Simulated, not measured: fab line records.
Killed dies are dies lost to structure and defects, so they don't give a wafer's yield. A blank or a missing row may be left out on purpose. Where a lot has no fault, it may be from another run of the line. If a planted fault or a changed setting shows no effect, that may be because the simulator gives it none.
Struck lot and sound lot, side by side -- flow rit cmos -- 20 steps out of a route of 202
Sound: the wafers L351.2, L351.4, L351.5. Wafers L369.2, L369.3, L369.4 were the ones struck. The cause is named last.
At each step with rows: each side's tool, then ch and its chambers, then its first start. Under that, the readings that differ: sound wafers -- struck wafers -- difference of the means -- sigmas: that difference in standard deviations of wafers without a fault.
alike: a reading whose means differ by less than 2 such deviations, as well as words and numbers matching on both sides. not compared: withheld readings; readings where some wafer has no value; bounds like >300 that might hide an equal value; numbers whose values overlap and for which the record gives no deviation.
The two part at a step that has a row with sigmas, a row that says differs or no value, or rows on one side only. Numbers that don't overlap but have no deviation are shown without sigmas and don't part them. Lack of a reading on every wafer of one side parts them only where that side has two or more wafers.

first, 3 steps without rows for these wafers: RIT_GATE_CLEAN_02 (cleans in dHF, time 30 s); RIT_GATE_CLEAN_03 (cleans in SC2, time 600 s); RIT_GATE_CLEAN_04 (cleans in dHF, time 60 s).
RIT_FOX2_THK_MEAS_91:
  sound: film metro-03 at day 2 18:39; struck: film metro-02 at day 6 13:06
  alike: FIELD_OXIDE_LEFT_2_THK
then, 2 steps without rows for these wafers: RIT_GATE_OXIDATION_05 (target thk 3 nm, ox time 270 s); RIT_GATE_ANNEAL_06 (time 600 s).
RIT_GATE_THK_MEAS_07:
  sound: film metro-03 at day 2 20:02; struck: film metro-02 at day 6 14:29
  alike: GATE_OXIDE_THK
then, 1 step without rows for these wafers: RIT_GATE_CVD_08 (deposits poly-Si from SiH4, target thk 250 nm, time 2220 s).
RIT_GATE_THK_MEAS_09:
  sound: film metro-02 at day 2 21:43; struck: film metro-02 at day 6 16:10
  alike: GATE_POLY_THK
then, 3 steps without rows for these wafers: RIT_GATE_HMDS_10 (prime time 60 s); RIT_GATE_COAT_11 (resist thk 850 nm); RIT_GATE_SOFTBAKE_12 (time 60 s).
RIT_GATE_EXPOSE_13: exposes mask M6, target cd 150 nm.
  sound on iline stepper-02 ch 0, day 2 22:14; struck on iline stepper-02 ch 0, day 6 16:49
reading,sound,struck,difference,sigmas
exposure dose mJ cm2,379.3 379.0 379.5,342.6 342.9 342.8,-36.5,-87
  alike: mask, reticle temp C
then, 2 steps without rows for these wafers: RIT_GATE_PEB_14; RIT_GATE_DEVELOP_15 (develop time 50 s).
RIT_GATE_CD_MEAS_16: target cd 150 nm.
  sound: cd sem-01 at day 2 22:38; struck: cd sem-01 at day 6 17:13
reading,sound,struck,difference,sigmas
cd nm (nm),148.6 150.0 153.1,202.4 203.4 202.1,+52.1,+21
RIT_GATE_OVL_MEAS_17:
  sound: overlay-01 at day 2 22:44; struck: overlay-01 at day 6 17:19
  alike: GATE_OVL
then, 1 step without rows for these wafers: RIT_GATE_HARDBAKE_18 (time 60 s).
RIT_GATE_ETCH_19: etches poly-Si in SF6/CHF3/O2, stops on SiO2, time 165 s, target depth 312.5 nm.
  sound on rie si-02 ch 1,2,3, day 2 22:55; struck on rie si-02 ch 0,1,3, day 6 17:30
reading,sound,struck,difference,sigmas
model.GATE.cd nm (nm),149 149.8 153,202.7 203.4 202,+52.1,
  alike: drypump motor current A, oes product au, throttle valve pct
  not compared: rf hours counter h
RIT_GATE_STRIP_20: strips in O2, time 180 s.
  sound on plasma asher-03 ch 1, day 2 23:02; struck on plasma asher-02 ch 0,1, day 6 17:36
  alike: drypump motor current A, rf refl power W
  not compared: rf hours counter h

== WHERE THEY PART ==
Last at RIT_GATE_CD_MEAS_16 as far as this record goes, first at RIT_GATE_EXPOSE_13. Later steps at which nothing parts them and some readings are alike: RIT_GATE_OVL_MEAS_17, RIT_GATE_ETCH_19, RIT_GATE_STRIP_20.

WHY: what the simulator had put in
Drift in process parameters on iline stepper-02 at RIT_GATE_EXPOSE_13, starting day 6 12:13. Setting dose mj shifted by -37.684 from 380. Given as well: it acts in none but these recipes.
